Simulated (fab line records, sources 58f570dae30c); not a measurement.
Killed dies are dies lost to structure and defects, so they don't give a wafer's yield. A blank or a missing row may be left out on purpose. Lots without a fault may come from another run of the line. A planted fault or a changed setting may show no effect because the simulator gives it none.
A struck lot beside a sound one | flow berkeley_cmos170 | 16 steps out of a route of 331
Sound: wafers L732.1, L732.3, L732.4. Struck: wafers L729.1, L729.2, L729.6. The cause comes at the end.
At each step with rows: each side's tool, then ch and its chambers, then its first start. Under that, the readings that differ: sound wafers | struck wafers | difference of the means | sigmas: that difference in standard deviations of wafers without a fault.
alike: readings whose means differ by less than 2 such deviations, and words and numbers that are the same on both sides. not compared: withheld readings, readings that some wafer has no value for, bounds like >300 that may hide the same value, and numbers for which the record gives no deviation and whose values overlap.
The two part at a step that has a row with sigmas, a row that says differs or no value, or rows on one side only. Numbers that don't overlap but have no deviation are shown without sigmas and don't part them. A reading that every wafer of one side lacks parts them only if that side has two wafers or more.

UCB170_V2_CMP_02: polishes SiO2.
  sound on cmp-02 ch 0,1,3, day 13 05:00; struck on cmp-02 ch 2,3, day 12 18:05
  alike: motor_current_A, slurry_filter_dp_kPa
UCB170_V2_BOW_MEAS_03:
  sound on film_metro-04, day 13 05:18; struck on film_metro-02, day 12 18:23
  alike: V2_BOW
UCB170_V2_THK_MEAS_04:
  sound on film_metro-04, day 13 05:25; struck on film_metro-02, day 12 18:30
  alike: V2_POLISHED_THK
then, 7 steps without rows for these wafers: UCB170_V2_CLEAN_05 (cleans in DIW); UCB170_V2_HMDS_06 (prime time 60 s); UCB170_V2_COAT_07 (resist thk 900 nm); UCB170_V2_SOFTBAKE_08 (time 60 s); UCB170_V2_EXPOSE_09 (exposes mask VIA2, target cd 700 nm); UCB170_V2_PEB_10; UCB170_V2_DEVELOP_11 (develop time 45 s).
UCB170_V2_CD_MEAS_12: target cd 700 nm.
  sound on cd_sem-02, day 13 06:42; struck on cd_sem-02, day 12 19:44
  reading    | sound             | struck            | difference | sigmas
  cd_nm (nm) | 701.7 701.4 700.5 | 697.4 698.8 698.9 | -2.8       | -2
UCB170_V2_OVL_MEAS_13:
  sound on overlay-01, day 13 06:49; struck on overlay-01, day 12 19:51
  alike: V2_OVL
UCB170_V2_ETCH_14: etches SiO2 in CHF3/CF4/Ar, stops on Al, target depth 1250 nm, time 291 s.
  sound on rie_diel-01 ch 0,2,3, day 13 06:51; struck on rie_diel-01 ch 0,1,2, day 12 19:53
  no value came back on the struck wafers for any of 7 readings (CHF3_flow_sccm (sccm), cf4_flow_sccm (sccm) and others); on the sound wafers CHF3_flow_sccm (sccm) reads 44.93 45.05 45.01
  reading                             | sound             | struck            | difference | sigmas
  model.KrF_of_V2_COAT_07.thk_nm (nm) | 607.3 608.3 610.2 | 886.1 888.8 885.3 | +278.1     |
UCB170_V2_STRIP_15: strips in O2.
  sound on plasma_asher-02 ch 0,1, day 13 07:02; struck on plasma_asher-03 ch 0,1, day 12 20:04
  reading                      | sound             | struck            | difference | sigmas
  oes_product_au (a.u.)        | 0.721 0.721 0.723 | 0.729 0.739 0.732 | +0.012     | +3
  strip_time_to_endpoint_s (s) | 15.25 15.27 15.31 | 21.63 21.69 21.61 | +6.37      | +58
  alike: drypump_motor_current_A
  not compared: rf_hours_counter_h
UCB170_V2_CD_MEAS_90: target cd 700 nm.
  sound on cd_sem-02, day 13 07:08; struck on cd_sem-02, day 12 20:10
  reading    | sound             | struck | difference                    | sigmas
  cd_nm (nm) | 701.9 701.4 700.7 | - - -  | no value on the struck wafers |
UCB170_M3_PROBE_99:
  the record has rows for the struck wafers here (prober-01, day 12 23:31) and none for the sound ones

WHERE THEY PART
First at UCB170_V2_CD_MEAS_12; last, within this record, at UCB170_M3_PROBE_99.

WHY: what the simulator had put in
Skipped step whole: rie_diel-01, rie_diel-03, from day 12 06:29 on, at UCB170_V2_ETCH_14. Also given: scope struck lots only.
